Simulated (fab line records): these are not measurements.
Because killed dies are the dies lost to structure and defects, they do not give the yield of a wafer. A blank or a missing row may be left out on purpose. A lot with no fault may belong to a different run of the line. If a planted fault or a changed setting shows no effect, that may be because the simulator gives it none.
fab line records :: flow rit_cmos :: part 2 of 2: steps 27 to 27 of 27
record:
  lots: 5
  wafers: 23
route steps=202 shown ACTIVE@4 FOX1@20 FOX2@23 PWELL@47 NRETRO@54 PRETRO@71 GATE@91 CONTACT@173 M1@202
start_h: hours from the record's opening day to when the first of the lot's shown wafers began :: wait_h: how many hours have passed since the lot's step before this one :: " identical to the entry in the row above :: L1.1+2: a single row standing in for several wafers :: - no value, or no start given :: * or withheld: withheld :: < > ~ a bound
route shown NAME@n: NAME is a module with steps in the file, n the number in the route of the first one :: usual: average and standard deviation across the fault-free wafers :: same: alike in all rows :: chamber/n: place in a boat :: sites: per-site readings :: _std_site: the values' standard deviation :: _edge_site: the outer-site mean with the inner-site mean subtracted :: radius_mm: for every site, how far away it sits from the centre of the wafer :: mask NAME#n: copy n :: behind: the last tool/chamber to shape the wafer :: hold: why the lot was held/for how many hours/how that ended :: device: the transistor (n, p or np) that didn't switch :: end of line: the route-end tests of the same wafers :: where a step has no rows: the recipe by itself :: killed: at the first sort, the dies lost to defects and structure; wafer yield is something else :: map: shows each die of a wafer: x if killed, . if not, _ if none is there
set.NAME: the setting the step ran with; set.NAME@STEP: the setting that earlier step ran with :: model.NAME: the simulator's own value behind a step, which no gauge read
lots where settings were altered on purpose, with a table for each step and a row for each wafer
== steps ==
step: RIT_M1_PROBE_99
usual:
  killed_at_contacts: 0.1/0.32
  killed_at_front_end: 7/3
  killed_dies: 6.8/3
  killed_open: 3.5/2.1
  killed_short: 3.3/1.9
same:
  gross_dies: 264
  killed_at_M0_to_M3: 0
  killed_at_M4_up: 0
  killed_at_back_side: 0
  killed_at_other: 0
lot.wafer: L074.2
tool: prober-01
chamber: -
start_h: 59.55
wait_h: 0.1
set.develop_time_s@GATE_DEVELOP_15: 50
killed_at_contacts: 0
killed_at_front_end: 6
killed_dies: 6
killed_open: 5
killed_short: 1
model.etest.nmos_0p15.r_on_ohm_um: 1127
model.etest.pmos_0p15.r_on_ohm_um: 2799
model.etest.pmos_0p3.r_on_ohm_um: 6317
model.etest.pmos_turned.r_on_ohm_um: 3482

lot.wafer: L074.4
tool: prober-01
chamber: -
start_h: 59.65
wait_h: 0.2
set.develop_time_s@GATE_DEVELOP_15: 50
killed_at_contacts: 0
killed_at_front_end: 6
killed_dies: 6
killed_open: 5
killed_short: 1
model.etest.nmos_0p15.r_on_ohm_um: 1115
model.etest.pmos_0p15.r_on_ohm_um: 2759
model.etest.pmos_0p3.r_on_ohm_um: 6219
model.etest.pmos_turned.r_on_ohm_um: 3428

lot.wafer: L074.5
tool: prober-01
chamber: -
start_h: 59.70
wait_h: 0.2
set.develop_time_s@GATE_DEVELOP_15: 50
killed_at_contacts: 0
killed_at_front_end: 8
killed_dies: 8
killed_open: 1
killed_short: 7
model.etest.nmos_0p15.r_on_ohm_um: 1090
model.etest.pmos_0p15.r_on_ohm_um: 2751
model.etest.pmos_0p3.r_on_ohm_um: 6201
model.etest.pmos_turned.r_on_ohm_um: 3476

lot.wafer: L078.1
tool: prober-02
chamber: -
start_h: 82.59
wait_h: 0.1
set.develop_time_s@GATE_DEVELOP_15: 45.96
killed_at_contacts: 0
killed_at_front_end: 8
killed_dies: 8
killed_open: 2
killed_short: 4
model.etest.nmos_0p15.r_on_ohm_um: 1200
model.etest.pmos_0p15.r_on_ohm_um: 2946
model.etest.pmos_0p3.r_on_ohm_um: 6440
model.etest.pmos_turned.r_on_ohm_um: 3613

lot.wafer: L078.3
tool: prober-02
chamber: -
start_h: 82.69
wait_h: 0.2
set.develop_time_s@GATE_DEVELOP_15: 50
killed_at_contacts: 0
killed_at_front_end: 7
killed_dies: 7
killed_open: 4
killed_short: 3
model.etest.nmos_0p15.r_on_ohm_um: 1101
model.etest.pmos_0p15.r_on_ohm_um: 2635
model.etest.pmos_0p3.r_on_ohm_um: 6105
model.etest.pmos_turned.r_on_ohm_um: 3227

lot.wafer: L078.4
tool: prober-02
chamber: -
start_h: 82.74
wait_h: 0.2
set.develop_time_s@GATE_DEVELOP_15: 50
killed_at_contacts: 1
killed_at_front_end: 5
killed_dies: 6
killed_open: 2
killed_short: 4
model.etest.nmos_0p15.r_on_ohm_um: 1108
model.etest.pmos_0p15.r_on_ohm_um: 2656
model.etest.pmos_0p3.r_on_ohm_um: 6178
model.etest.pmos_turned.r_on_ohm_um: 3320

lot.wafer: L078.5
tool: prober-02
chamber: -
start_h: 82.79
wait_h: 0.2
set.develop_time_s@GATE_DEVELOP_15: 45.96
killed_at_contacts: 0
killed_at_front_end: 5
killed_dies: 5
killed_open: 0
killed_short: 4
model.etest.nmos_0p15.r_on_ohm_um: 1174
model.etest.pmos_0p15.r_on_ohm_um: 2950
model.etest.pmos_0p3.r_on_ohm_um: 6390
model.etest.pmos_turned.r_on_ohm_um: 3575

lot.wafer: L078.6
tool: prober-02
chamber: -
start_h: 82.84
wait_h: 0.2
set.develop_time_s@GATE_DEVELOP_15: 50
killed_at_contacts: 0
killed_at_front_end: 9
killed_dies: 9
killed_open: 5
killed_short: 4
model.etest.nmos_0p15.r_on_ohm_um: 1089
model.etest.pmos_0p15.r_on_ohm_um: 2583
model.etest.pmos_0p3.r_on_ohm_um: 5915
model.etest.pmos_turned.r_on_ohm_um: 3207

lot.wafer: L080.1
tool: prober-02
chamber: -
start_h: 91.26
wait_h: 0.1
set.develop_time_s@GATE_DEVELOP_15: 54.41
killed_at_contacts: 0
killed_at_front_end: 9
killed_dies: 9
killed_open: 3
killed_short: 3
model.etest.nmos_0p15.r_on_ohm_um: 1008
model.etest.pmos_0p15.r_on_ohm_um: 2354
model.etest.pmos_0p3.r_on_ohm_um: 5803
model.etest.pmos_turned.r_on_ohm_um: 3051

lot.wafer: L080.2
tool: prober-02
chamber: -
start_h: 91.31
wait_h: 0.1
set.develop_time_s@GATE_DEVELOP_15: 50
killed_at_contacts: 0
killed_at_front_end: 7
killed_dies: 7
killed_open: 4
killed_short: 3
model.etest.nmos_0p15.r_on_ohm_um: 1156
model.etest.pmos_0p15.r_on_ohm_um: 2739
model.etest.pmos_0p3.r_on_ohm_um: 6218
model.etest.pmos_turned.r_on_ohm_um: 3479

lot.wafer: L080.3
tool: prober-02
chamber: -
start_h: 91.36
wait_h: 0.2
set.develop_time_s@GATE_DEVELOP_15: 54.41
killed_at_contacts: 0
killed_at_front_end: 6
killed_dies: 6
killed_open: 1
killed_short: 2
model.etest.nmos_0p15.r_on_ohm_um: 1028
model.etest.pmos_0p15.r_on_ohm_um: 2356
model.etest.pmos_0p3.r_on_ohm_um: 5800
model.etest.pmos_turned.r_on_ohm_um: 3027

lot.wafer: L080.4
tool: prober-02
chamber: -
start_h: 91.41
wait_h: 0.2
set.develop_time_s@GATE_DEVELOP_15: 50
killed_at_contacts: 0
killed_at_front_end: 7
killed_dies: 7
killed_open: 6
killed_short: 1
model.etest.nmos_0p15.r_on_ohm_um: 1108
model.etest.pmos_0p15.r_on_ohm_um: 2729
model.etest.pmos_0p3.r_on_ohm_um: 6182
model.etest.pmos_turned.r_on_ohm_um: 3427

lot.wafer: L080.6
tool: prober-02
chamber: -
start_h: 91.51
wait_h: 0.2
set.develop_time_s@GATE_DEVELOP_15: 54.41
killed_at_contacts: 0
killed_at_front_end: 9
killed_dies: 9
killed_open: 3
killed_short: 5
model.etest.nmos_0p15.r_on_ohm_um: 1007
model.etest.pmos_0p15.r_on_ohm_um: 2392
model.etest.pmos_0p3.r_on_ohm_um: 5827
model.etest.pmos_turned.r_on_ohm_um: 3094

lot.wafer: L082.1
tool: prober-02
chamber: -
start_h: 103.33
wait_h: 0.1
set.develop_time_s@GATE_DEVELOP_15: 50
killed_at_contacts: 0
killed_at_front_end: 5
killed_dies: 5
killed_open: 0
killed_short: 5
model.etest.nmos_0p15.r_on_ohm_um: 1179
model.etest.pmos_0p15.r_on_ohm_um: 2813
model.etest.pmos_0p3.r_on_ohm_um: 6272
model.etest.pmos_turned.r_on_ohm_um: 3448

lot.wafer: L082.2
tool: prober-02
chamber: -
start_h: 103.38
wait_h: 0.1
set.develop_time_s@GATE_DEVELOP_15: 46.19
killed_at_contacts: 0
killed_at_front_end: 6
killed_dies: 6
killed_open: 1
killed_short: 4
model.etest.nmos_0p15.r_on_ohm_um: 1262
model.etest.pmos_0p15.r_on_ohm_um: 3096
model.etest.pmos_0p3.r_on_ohm_um: 6595
model.etest.pmos_turned.r_on_ohm_um: 3790

lot.wafer: L082.3
tool: prober-02
chamber: -
start_h: 103.43
wait_h: 0.2
set.develop_time_s@GATE_DEVELOP_15: 46.19
killed_at_contacts: 0
killed_at_front_end: 9
killed_dies: 9
killed_open: 3
killed_short: 5
model.etest.nmos_0p15.r_on_ohm_um: 1284
model.etest.pmos_0p15.r_on_ohm_um: 3169
model.etest.pmos_0p3.r_on_ohm_um: 6587
model.etest.pmos_turned.r_on_ohm_um: 3893

lot.wafer: L082.4
tool: prober-02
chamber: -
start_h: 103.48
wait_h: 0.2
set.develop_time_s@GATE_DEVELOP_15: 50
killed_at_contacts: 0
killed_at_front_end: 4
killed_dies: 4
killed_open: 4
killed_short: 0
model.etest.nmos_0p15.r_on_ohm_um: 1154
model.etest.pmos_0p15.r_on_ohm_um: 2800
model.etest.pmos_0p3.r_on_ohm_um: 6233
model.etest.pmos_turned.r_on_ohm_um: 3479

lot.wafer: L082.5
tool: prober-02
chamber: -
start_h: 103.53
wait_h: 0.2
set.develop_time_s@GATE_DEVELOP_15: 46.19
killed_at_contacts: 0
killed_at_front_end: 10
killed_dies: 10
killed_open: 4
killed_short: 3
model.etest.nmos_0p15.r_on_ohm_um: 1270
model.etest.pmos_0p15.r_on_ohm_um: 3149
model.etest.pmos_0p3.r_on_ohm_um: 6695
model.etest.pmos_turned.r_on_ohm_um: 3828

lot.wafer: L083.2
tool: prober-01
chamber: -
start_h: 107.68
wait_h: 0.1
set.develop_time_s@GATE_DEVELOP_15: 50
killed_at_contacts: 0
killed_at_front_end: 16
killed_dies: 16
killed_open: 8
killed_short: 8
model.etest.nmos_0p15.r_on_ohm_um: 1116
model.etest.pmos_0p15.r_on_ohm_um: 2628
model.etest.pmos_0p3.r_on_ohm_um: 5990
model.etest.pmos_turned.r_on_ohm_um: 3247

lot.wafer: L083.3
tool: prober-01
chamber: -
start_h: 107.73
wait_h: 0.2
set.develop_time_s@GATE_DEVELOP_15: 43.11
killed_at_contacts: 0
killed_at_front_end: 80
killed_dies: 80
killed_open: 3
killed_short: 3
model.etest.nmos_0p15.r_on_ohm_um: -
model.etest.pmos_0p15.r_on_ohm_um: -
model.etest.pmos_0p3.r_on_ohm_um: -
model.etest.pmos_turned.r_on_ohm_um: -

lot.wafer: L083.4
tool: prober-01
chamber: -
start_h: 107.78
wait_h: 0.2
set.develop_time_s@GATE_DEVELOP_15: 43.11
killed_at_contacts: 0
killed_at_front_end: 103
killed_dies: 103
killed_open: 2
killed_short: 3
model.etest.nmos_0p15.r_on_ohm_um: -
model.etest.pmos_0p15.r_on_ohm_um: -
model.etest.pmos_0p3.r_on_ohm_um: -
model.etest.pmos_turned.r_on_ohm_um: -

lot.wafer: L083.5
tool: prober-01
chamber: -
start_h: 107.83
wait_h: 0.2
set.develop_time_s@GATE_DEVELOP_15: 50
killed_at_contacts: 0
killed_at_front_end: 11
killed_dies: 11
killed_open: 7
killed_short: 4
model.etest.nmos_0p15.r_on_ohm_um: 1084
model.etest.pmos_0p15.r_on_ohm_um: 2628
model.etest.pmos_0p3.r_on_ohm_um: 6055
model.etest.pmos_turned.r_on_ohm_um: 3248

lot.wafer: L083.6
tool: prober-01
chamber: -
start_h: 107.88
wait_h: 0.2
set.develop_time_s@GATE_DEVELOP_15: 50
killed_at_contacts: 0
killed_at_front_end: 7
killed_dies: 7
killed_open: 3
killed_short: 4
model.etest.nmos_0p15.r_on_ohm_um: 1135
model.etest.pmos_0p15.r_on_ohm_um: 2659
model.etest.pmos_0p3.r_on_ohm_um: 5971
model.etest.pmos_turned.r_on_ohm_um: 3279
killed by level:class
L074.2 SPACER:geometric_particle:open=2 FOX1:geometric_particle:open=1 FOX2:geometric_particle:short=1 REOX:geometric_particle:open=1 SILICIDE:geometric_particle:open=1
L074.4 FOX1:geometric_particle:open=2 REOX:geometric_particle:open=2 FOX1:geometric_particle:short=1 SPACER:geometric_particle:open=1
L074.5 REOX:geometric_particle:short=4 FOX1:geometric_particle:short=1 FOX1:geometric_particle:open=1 SPACER:geometric_particle:short=1 SILICIDE:geometric_particle:short=1
L078.1 FOX2:geometric_particle:short=2 GATE:area_develop=2 FOX1:geometric_particle:short=1 GATE:geometric_particle:short=1 SPACER:geometric_particle:open=1 SILICIDE:geometric_particle:open=1
L078.3 SPACER:geometric_particle:open=2 FOX1:geometric_particle:open=1 GATE:geometric_particle:short=1 GATE:geometric_particle:open=1 SILICIDE:geometric_particle:short=1 SPACER:geometric_particle:short=1
L078.4 FOX2:geometric_particle:short=2 GATE:geometric_particle:short=1 SPACER:geometric_particle:open=1 SILICIDE:geometric_particle:short=1 CONTACT:geometric_particle:open=1
L078.5 FOX1:geometric_particle:short=1 FOX2:geometric_particle:short=1 REOX:geometric_particle:short=1 SILICIDE:geometric_particle:short=1 GATE:area_develop=1
L078.6 FOX1:geometric_particle:open=1 FOX2:geometric_particle:short=1 FOX2:geometric_particle:open=1 GATE:geometric_particle:open=1 REOX:geometric_particle:short=1 SPACER:geometric_particle:short=1 SPACER:geometric_particle:open=1 SILICIDE:geometric_particle:short=1
L080.1 GATE:area_develop=3 SPACER:geometric_particle:open=2 SPACER:geometric_particle:short=2 FOX1:geometric_particle:short=1 SILICIDE:geometric_particle:open=1
L080.2 GATE:geometric_particle:short=3 FOX1:geometric_particle:open=2 SPACER:geometric_particle:open=1 SILICIDE:geometric_particle:open=1
L080.3 GATE:area_develop=3 FOX2:geometric_particle:short=1 GATE:geometric_particle:open=1 GATE:geometric_particle:short=1
L080.4 GATE:geometric_particle:open=3 SPACER:geometric_particle:open=3 GATE:geometric_particle:short=1
L080.6 FOX1:geometric_particle:open=2 GATE:geometric_particle:short=2 SILICIDE:geometric_particle:short=2 FOX1:geometric_particle:short=1 SILICIDE:geometric_particle:open=1 GATE:area_develop=1
L082.1 GATE:geometric_particle:short=3 FOX1:geometric_particle:short=2
L082.2 GATE:geometric_particle:short=2 FOX1:geometric_particle:short=1 FOX2:geometric_particle:short=1 GATE:geometric_particle:open=1 GATE:area_develop=1
L082.3 GATE:geometric_particle:short=5 REOX:geometric_particle:open=2 GATE:geometric_particle:open=1 GATE:area_develop=1
L082.4 REOX:geometric_particle:open=2 GATE:geometric_particle:open=1 SPACER:geometric_particle:open=1
L082.5 GATE:area_develop=3 SILICIDE:geometric_particle:short=2 FOX1:geometric_particle:open=1 GATE:geometric_particle:open=1 REOX:geometric_particle:short=1 SILICIDE:geometric_particle:open=1 STARTING-WAFER:geometric_particle:open=1
L083.2 FOX1:geometric_particle:open=3 REOX:geometric_particle:open=3 GATE:geometric_particle:short=2 SILICIDE:geometric_particle:short=2 FOX1:geometric_particle:short=1 FOX2:geometric_particle:open=1 FOX2:geometric_particle:short=1 GATE:geometric_particle:open=1
L083.3 GATE:area_develop=74 GATE:geometric_particle:open=3 FOX1:geometric_particle:short=2 REOX:geometric_particle:short=1
L083.4 GATE:area_develop=98 FOX1:geometric_particle:short=1 GATE:geometric_particle:open=1 GATE:geometric_particle:short=1 REOX:geometric_particle:open=1 SPACER:geometric_particle:short=1
L083.5 GATE:geometric_particle:open=3 FOX1:geometric_particle:open=2 SPACER:geometric_particle:open=2 FOX2:geometric_particle:short=1 REOX:geometric_particle:short=1 SPACER:geometric_particle:short=1 SILICIDE:geometric_particle:short=1
L083.6 FOX2:geometric_particle:short=3 FOX1:geometric_particle:open=1 FOX2:geometric_particle:open=1 GATE:geometric_particle:open=1 GATE:geometric_particle:short=1
== key ==
split:
  step: RIT_ACTIVE_CVD_03
  setting: temp_c
  stated: 810
  by: lot
response:
  step: RIT_ACTIVE_CVD_03
  reading: model.Si3N4_of_ACTIVE_CVD_03.thk_nm
  change: +21.1
  per: 1%
  r: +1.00
response:
  step: RIT_ACTIVE_THK_MEAS_04
  reading: ACTIVE_NITRIDE_THK
  change: +21
  per: 1%
  r: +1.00
response:
  step: RIT_ACTIVE_ETCH_13
  reading: oes_product_au
  change: +0.0657
  per: 1%
  r: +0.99
response:
  step: RIT_ACTIVE_ETCH_13
  reading: model.ACTIVE.feature_depth_nm
  change: +20.6
  per: 1%
  r: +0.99
response:
  step: RIT_ACTIVE_ETCH_13
  reading: model.etch.depth_nm
  change: +21.2
  per: 1%
  r: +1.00
split:
  step: RIT_ACTIVE_ETCH_13
  setting: rf_w
  stated: 125
  by: wafer
response:
  step: RIT_FOX2_WET_ETCH_03
  reading: model.SiO2_of_ACTIVE_OXIDATION_01.thk_nm
  change: -0.445
  per: 1%
  r: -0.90
split:
  step: RIT_FOX1_OXIDATION_00
  setting: ox_time_s
  stated: 1130
  by: lot
response:
  step: RIT_FOX1_OXIDATION_00
  reading: model.SiO2_of_FOX1_OXIDATION_00.thk_nm
  change: +2.07
  per: 1%
  r: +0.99
response:
  step: RIT_FOX1_THK_MEAS_01
  reading: FOX1_OXIDE_THK
  change: +2.07
  per: 1%
  r: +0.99
split:
  step: RIT_FOX1_WET_ETCH_02
  setting: time_s
  stated: 390
  by: lot
response none clear
split:
  step: RIT_PWELL_IMPLANT_08
  setting: energy_kev
  stated: 170
  by: wafer
response:
  step: RIT_PWELL_IMPLANT_08
  reading: model.implant.rp_nm
  change: +3.73
  per: 1%
  r: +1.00
response:
  step: RIT_PWELL_IMPLANT_08
  reading: model.implant.drp_nm
  change: +0.299
  per: 1%
  r: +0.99
split:
  step: RIT_NRETRO_COAT_01
  setting: resist_thk_nm
  stated: 1300
  by: wafer
response:
  step: RIT_NRETRO_COAT_01
  reading: model.NOVOLAK_of_NRETRO_COAT_01.thk_nm
  change: +12.6
  per: 1%
  r: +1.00
response:
  step: RIT_NRETRO_HARDBAKE_07
  reading: model.NOVOLAK_of_NRETRO_COAT_01.thk_nm
  change: +10.9
  per: 1%
  r: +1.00
split:
  step: RIT_NRETRO_DEVELOP_05
  setting: develop_time_s
  stated: 68
  by: wafer
response none clear
split:
  step: RIT_PRETRO_HARDBAKE_07
  setting: temp_c
  stated: 140
  by: wafer
response:
  step: RIT_PRETRO_HARDBAKE_07
  reading: model.NOVOLAK_of_PRETRO_COAT_01.thk_nm
  change: -2.67
  per: 1%
  r: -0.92
split:
  step: RIT_PRETRO_IMPLANT_08
  setting: energy_kev
  stated: 45
  by: wafer
response:
  step: RIT_PRETRO_IMPLANT_08
  reading: model.implant.rp_nm
  change: +1.33
  per: 1%
  r: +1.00
response:
  step: RIT_PRETRO_IMPLANT_08
  reading: model.implant.drp_nm
  change: +0.325
  per: 1%
  r: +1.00
split:
  step: RIT_GATE_DEVELOP_15
  setting: develop_time_s
  stated: 50
  by: wafer
response:
  step: RIT_GATE_ETCH_19
  reading: model.GATE.cd_nm
  change: -1.82
  per: 1%
  r: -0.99
response:
  step: RIT_M1_PROBE_99
  reading: model.etest.pmos_0p3.r_on_ohm_um
  change: -45.3
  per: 1%
  r: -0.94
response:
  step: RIT_M1_PROBE_99
  reading: model.etest.pmos_turned.r_on_ohm_um
  change: -45.3
  per: 1%
  r: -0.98
response:
  step: RIT_M1_PROBE_99
  reading: model.etest.pmos_0p15.r_on_ohm_um
  change: -41.6
  per: 1%
  r: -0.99
response:
  step: RIT_M1_PROBE_99
  reading: model.etest.nmos_0p15.r_on_ohm_um
  change: -12.7
  per: 1%
  r: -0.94
split:
  step: RIT_CONTACT_EXPOSE_05
  setting: dose_mj
  stated: 250
  by: wafer
response:
  step: RIT_CONTACT_CD_MEAS_08
  reading: cd_nm
  change: +2.84
  per: 1%
  r: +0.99
response:
  step: RIT_CONTACT_ETCH_11
  reading: model.CONTACT.cd_nm
  change: +2.82
  per: 1%
  r: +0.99
response:
  step: RIT_CONTACT_CD_MEAS_90
  reading: cd_nm
  change: +2.82
  per: 1%
  r: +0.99
